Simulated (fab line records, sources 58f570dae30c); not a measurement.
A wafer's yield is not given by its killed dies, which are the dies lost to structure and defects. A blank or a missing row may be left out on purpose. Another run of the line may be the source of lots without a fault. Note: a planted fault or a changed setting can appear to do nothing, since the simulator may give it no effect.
Problem report, 8D (eight disciplines) form, completed by code || flow berkeleyCmos170 || the parts of the form that need people (team, actions taken, sign-off) are left out

== 1. PROBLEM STATEMENT ==
Across 6 wafers from 2 lots, SPACER_TEOS_THK at UCB170_SPACER_THK_MEAS_01 averages 420 nm, while fault-free wafers read 375 nm with a standard deviation of 4.8. That puts it +9.3 standard deviations away from the usual mean.
Earliest sighting: wafer L788.1 on filmMetro-01 at day 7 14:40. Wafers with a number at this step in the record: 42, from 14 lots. The rule behind "out" and "out of limits": a value lying over 4 standard deviations away from the usual mean. Any other wafer with a number is counted as sound.

== 2. WHAT THIS IS AND IS NOT ==
{"question": "which readings at this step", "is": "SPACER_TEOS_THK", "is not": "-"}
{"question": "which lots", "is": "L788, L790", "is not": "L783, L784, L785, L787, L797, L798, L799, L802, L803, L804, L805, L806"}
{"question": "which wafers of those lots", "is": "all that have a number", "is not": "-"}
{"question": "read on which gauges", "is": "filmMetro-01", "is not": "filmMetro-02, filmMetro-03"}
{"question": "when", "is": "from day 7 14:40", "is not": "up to then (12 sound wafers); but 24 sound wafers of L797, L798, L799, L802, L803, L804, L805, L806 came after"}

== 3. SUSPECTS, AND WHAT RULES EACH OUT ==
Counting: a tool at a process step up to the reading stays a suspect if it ran every lot that is out and no sound lot after the first of them.
- the gauge at UCB170_SPACER_THK_MEAS_01 is ruled out. All the wafers that are out were read on filmMetro-01, but those of them that UCB170_SPACER_CVD_00 has rows for are out there too, on other tools.
- pecvd-04 at UCB170_SPACER_CVD_00 (deposits SiO2 from TEOS/O2, target thk 376 nm, time 47 s): ruled out as a lasting fault. After its first lot that is out, L788 (day 7 14:38), sound lots L802 ran on it.
Left after counting: nothing in the record.

== 4. THE CAUSE (what the simulator had put in) ==
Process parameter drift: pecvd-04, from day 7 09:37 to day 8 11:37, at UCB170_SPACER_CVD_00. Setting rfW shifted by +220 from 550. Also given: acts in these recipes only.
Counting ruled it out, wrongly: the rule takes a fault to strike every lot that its tool runs from its start on, and this one did not.

== 5. THE CHAIN OF EFFECTS, in route order ==
One row per reading whose mean, taken over the struck wafers that have a number, lies over 3 standard deviations from the usual. Only readings for which the record gives a usual standard deviation are gone through. hours: the time from each lot's start at the first step in this table that gives one to its start at this step, as a median over the lots. sigmas: the change in usual standard deviations.
{"hours": 0, "step": "UCB170_SPACER_CVD_00", "reading": "rfFwdPowerW", "usual": "543.2 W", "on struck wafers": 764.5, "change": "+221.3", "sigmas": "+99 or more"}
{"hours": 0, "step": "UCB170_SPACER_THK_MEAS_01", "reading": "SPACER_TEOS_THK", "usual": "375 nm", "on struck wafers": 420, "change": "+45", "sigmas": "+9.3"}
{"hours": 5, "step": "UCB170_SPACER_ETCHBACK_03", "reading": "oesProductAu", "usual": "0.902 a.u.", "on struck wafers": 0.970, "change": "+0.068", "sigmas": "+4.0"}
Here are the process steps it includes:
- UCB170_SPACER_CVD_00: deposits SiO2 from TEOS/O2, target thk 376 nm, time 47 s.
- UCB170_SPACER_ETCHBACK_03: etches SiO2 in CHF3/CF4/Ar, stops on Si, target depth 376 nm, time 100 s.
Later steps that measure or inspect, where all struck wafers having a row at the step show a number for every such reading and not one has moved that far: UCB170_M3_BOW_MEAS_20.

== 6. HOW IT WOULD HAVE BEEN CAUGHT EARLIER ==
The first out-of-limits reading at a measuring or inspecting step in this record came at day 7 14:40, 5 hours after the fault's start at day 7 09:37.
Tool's own readings at UCB170_SPACER_CVD_00, rfFwdPowerW: out on all struck wafers the step has rows for; an alarm limit on them would have tripped on the first.
